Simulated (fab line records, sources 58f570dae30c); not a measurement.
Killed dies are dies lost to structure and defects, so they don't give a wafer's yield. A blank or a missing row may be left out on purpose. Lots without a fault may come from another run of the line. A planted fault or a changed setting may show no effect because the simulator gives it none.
Which tool did it? | flow berkeley_cmos170 | 7 lots, 21 wafers sampled, at 2 steps of a route of 331

WHAT THE GAUGES READ, wafer by wafer
UCB170_CONTACT_THK_MEAS_02.
lot  | measured     | on            | CONTACT_PSG_THK (nm)
L712 | day 8 18:55  | film_metro-01 | 674 676 671
L713 | day 9 03:57  | film_metro-01 | 688 681 691
L717 | day 9 15:05  | film_metro-04 | 689 685 686
L720 | day 10 06:17 | film_metro-01 | 781 781 781 782 781 781
L721 | day 10 08:05 | film_metro-04 | 784 779 780 784 779 781
L729 | day 12 00:26 | film_metro-04 | 696 694 695
L733 | day 12 23:19 | film_metro-04 | 684 681 678

WHICH TOOL RAN EACH LOT (tool, then ch and the chambers of the sampled wafers, then the start)
lot  | UCB170_CONTACT_CVD_01
L712 | lpcvd-02 ch 0, day 8 17:08
L713 | lpcvd-02 ch 1, day 9 02:10
L717 | lpcvd-02 ch 0, day 9 13:17
L720 | lpcvd-01 ch 0, day 10 04:30
L721 | lpcvd-01 ch 0, day 10 06:17
L729 | lpcvd-02 ch 1, day 11 22:40
L733 | lpcvd-02 ch 1, day 12 21:30
- UCB170_CONTACT_CVD_01: deposits PSG from SiH4/O2/PH3, target thk 700 nm, time 2754 s.

THE ANSWER, worked out from the rows above alone
Rule: what is usual is taken from the lots themselves. Put in order of their means at a reading, lots are off if they are a third of the lots or fewer, leave a main group of 4 or more, and stand apart from it by a gap of 3 or more times the standard deviation of the main group's means; of several such gaps the widest counts. A main group whose means are all the same, to the digits that the tables above print for the reading, isn't used. A lot without any number at a reading at which 4 lots or more have one is off too. The other lots that the step has rows for count as sound.
Off: L720, L721, at UCB170_CONTACT_THK_MEAS_02 (CONTACT_PSG_THK). The main group: mean 685 nm, standard deviation 7.1.
A tool fits if, at a process step before that reading, it ran every lot that is off, and no sound lot after the first of them. The gauges at UCB170_CONTACT_THK_MEAS_02 are tried like those tools. One fits: lpcvd-01 at UCB170_CONTACT_CVD_01. It ran no sound lot before its first lot that is off in this sample, so the start can't be narrowed down.

WHAT THE SIMULATOR HAD PUT IN
Process parameter drift: lpcvd-01, from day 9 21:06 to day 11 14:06, at UCB170_CONTACT_CVD_01. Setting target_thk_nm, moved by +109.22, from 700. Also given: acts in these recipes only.
Lots struck among those shown: L720, L721. The rule above found the same.
